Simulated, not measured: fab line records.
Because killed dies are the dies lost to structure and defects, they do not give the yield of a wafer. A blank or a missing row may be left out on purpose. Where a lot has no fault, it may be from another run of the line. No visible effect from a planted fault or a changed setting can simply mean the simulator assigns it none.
Matching of chambers	flow berkeley cmos170	4 sister chambers for UCB170_V2_CMP_02 on cmp-02
The step polishes SiO2. 4 wafers are shown with their chamber, then 10 later ones without.

## WAFERS WITH THEIR CHAMBER
wafer	chamber	motor current A (A)
L864.1	3	18.4
L864.3	1	14.5
L866.2	2	15.6
L866.3	0	16.2

## WAFERS WITH NO CHAMBER GIVEN
wafer	motor current A (A)
L866.4	15.9
L880.2	14.7
L880.4	16.0
L880.5	16.9
L879.1	18.8
L879.2	16.0
L879.5	16.4
L881.1	18.7
L881.2	16.0
L881.3	15.7

## CHAMBER TAKEN BY EACH
wafer	from the rows above	in truth
L866.4	can't be placed: 0 or 2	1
L880.2	1	1
L880.4	can't be placed: 0 or 2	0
L880.5	can't be placed: 0 or 2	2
L879.1	3	3
L879.2	can't be placed: 0 or 2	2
L879.5	can't be placed: 0 or 2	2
L881.1	3	3
L881.2	can't be placed: 0 or 2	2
L881.3	can't be placed: 2 or 0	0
Correct placement for 3 of the 10. From these rows, 7 cannot be placed; in 6 the true chamber is one of the candidates. Wrongly placed: 0.
How it was worked out, from the rows above alone: a wafer's distance from a chamber is the root of the sum, over the readings, of the square of ((its reading less the chamber's mean) divided by the reading's scatter). If the next closest chamber is less than 2 further off than the closest, the wafer can't be placed; otherwise it belongs to the closest. A chamber's mean is the mean of its shown wafers. The scatter (one wafer shown for each chamber): square how far every hidden wafer sits from the nearest shown wafer, average those squares and take the square root.
